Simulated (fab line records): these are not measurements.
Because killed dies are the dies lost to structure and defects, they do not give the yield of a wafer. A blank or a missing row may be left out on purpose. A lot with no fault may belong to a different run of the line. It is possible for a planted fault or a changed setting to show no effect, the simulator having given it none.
Chamber matching || flow rit_cmos || rie_si-01 running RIT_GATE_ETCH_19: 4 sister chambers
The step etches poly-Si in SF6/CHF3/O2, stops on SiO2, time 165 s, target depth 312.5 nm. 4 wafers are shown with their chamber, then 7 later ones without.

## WAFERS, EACH WITH ITS CHAMBER
{"wafer": "L125.6", "chamber": 1, "throttle_valve_pct (%)": 10.22}
{"wafer": "L127.5", "chamber": 0, "throttle_valve_pct (%)": 10.36}
{"wafer": "L133.1", "chamber": 2, "throttle_valve_pct (%)": 10.12}
{"wafer": "L133.3", "chamber": 3, "throttle_valve_pct (%)": 10.20}

## WAFERS WITH NO CHAMBER GIVEN
{"wafer": "L133.5", "throttle_valve_pct (%)": 10.20}
{"wafer": "L137.2", "throttle_valve_pct (%)": 10.14}
{"wafer": "L137.3", "throttle_valve_pct (%)": 10.18}
{"wafer": "L137.4", "throttle_valve_pct (%)": 10.35}
{"wafer": "L139.1", "throttle_valve_pct (%)": 10.20}
{"wafer": "L139.2", "throttle_valve_pct (%)": 10.13}
{"wafer": "L139.6", "throttle_valve_pct (%)": 10.21}

## CHAMBER TAKEN BY EACH
{"wafer": "L133.5", "from the rows above": "can't be placed: 3 or 1", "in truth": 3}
{"wafer": "L137.2", "from the rows above": 2, "in truth": 2}
{"wafer": "L137.3", "from the rows above": "can't be placed: 3 or 1", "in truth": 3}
{"wafer": "L137.4", "from the rows above": 0, "in truth": 0}
{"wafer": "L139.1", "from the rows above": "can't be placed: 3 or 1", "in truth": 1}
{"wafer": "L139.2", "from the rows above": 2, "in truth": 2}
{"wafer": "L139.6", "from the rows above": "can't be placed: 1 or 3", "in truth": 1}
Correctly placed: 3 of 7. These rows do not allow placing 4 (true chamber among the candidates in 4). Wrongly placed: 0.
How it was worked out, from the rows above alone: a wafer's distance from a chamber is the root of the sum, over the readings, of the square of ((its reading less the chamber's mean) divided by the reading's scatter). The wafer belongs to the nearest chamber; if the next one is less than 2 further off, it can't be placed. A chamber's mean is the mean of its shown wafers. The scatter: with one shown wafer a chamber, the root of the mean of the squares of how far each hidden wafer lies from its nearest shown one.
